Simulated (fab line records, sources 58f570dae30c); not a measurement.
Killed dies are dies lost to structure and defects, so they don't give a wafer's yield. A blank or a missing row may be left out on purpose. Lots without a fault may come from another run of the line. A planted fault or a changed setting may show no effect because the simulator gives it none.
One fault seen from 2 desks | flow berkeley_cmos170 | each desk has only its own numbers; what lay behind them comes last

THE METROLOGY DESK
What the gauges read, lot by lot, whatever tool the lot ran on: means of the sampled wafers that have a number. A lot is out of limits, marked OUT, if its mean lies more than 4 standard deviations from the usual mean; the brackets give that distance.
Columns: A = PFIELD_OVL at UCB170_PFIELD_OVL_MEAS_06, usual 2 nm; B = cd_nm at UCB170_GATE_CD_MEAS_12, usual 350.3 nm; C = NSD_RS at UCB170_SDANNEAL_RS_MEAS_03, usual 37.31 ohm/sq; D = cd_nm at UCB170_M1_CD_MEAS_09, usual 700.0 nm
lot  | first seen here | A  | B     | C                | D
L112 | day 4 03:51     | -1 | 348.5 | 37.34            | 700.9
L111 | day 4 03:55     | -3 | 352.5 | 37.38            | 698.9
L113 | day 4 09:39     | 3  | 350.7 | 37.29            | 702.5
L114 | day 4 19:32     | 0  | 352.1 | 37.19            | 703.8
L117 | day 5 09:10     | 7  | 349.8 | 37.33            | 699.9
L119 | day 6 04:40     | 6  | 350.2 | 38.17 (+9.7) OUT | 699.0
L120 | day 6 05:20     | 3  | 350.3 | 37.29            | 701.2
L123 | day 6 16:21     | 1  | 351.2 | 38.15 (+9.6) OUT | 700.3
L126 | day 7 14:53     | 1  | 350.8 | 37.21            | 700.6
L127 | day 7 15:09     | 9  | 351.4 | 37.35            | 698.6
L128 | day 7 22:53     | 1  | 349.3 | 37.31            | 698.7
L131 | day 8 08:17     | -5 | 352.7 | 37.21            | 700.5
L130 | day 8 08:36     | 8  | 350.9 | 37.35            | 698.1
This desk's finding: out of limits on L119, L123; first on L119, day 8 13:20 (NSD_RS at UCB170_SDANNEAL_RS_MEAS_03). In limits: L112, L111, L113, L114, L117, L120, L126, L127, L128, L131, L130.

THE TOOL OWNER'S DESK: implanter-02
The tool's own readings at UCB170_NSD_IMPLANT_08: means of the sampled wafers that have a number, for each lot that ran on this tool. A lot is out of limits, marked OUT, if its mean lies more than 4 standard deviations from the usual mean; the brackets give that distance.
Columns: A = beam_energy_keV at UCB170_NSD_IMPLANT_08, usual 40.004
lot  | first seen here | A
L111 | day 6 11:02     | 40.006
L113 | day 6 16:56     | 39.999
L119 | day 8 09:35     | 37.346 (-99 or more) OUT
L123 | day 9 02:14     | 37.370 (-99 or more) OUT
This desk's finding: out of limits on L119, L123; first on L119, day 8 09:35 (beam_energy_keV at UCB170_NSD_IMPLANT_08). In limits: L111, L113.

PUT TOGETHER
The tool owner's desk could have raised an alarm at day 8 09:35, on L119, L123.
The metrology desk could have raised an alarm at day 8 13:20, on L119, L123.
Of the lots named, all ran UCB170_NSD_IMPLANT_08 on implanter-02.

WHAT THE SIMULATOR HAD PUT IN
Process parameter drift: implanter-02, from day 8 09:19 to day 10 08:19, at UCB170_NSD_IMPLANT_08. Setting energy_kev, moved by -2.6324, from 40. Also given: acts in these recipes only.
Lots struck among those shown: L119, L123.
Hours from the fault's start to each desk's first reading out of limits: the tool owner's desk, 0; the metrology desk, 4.
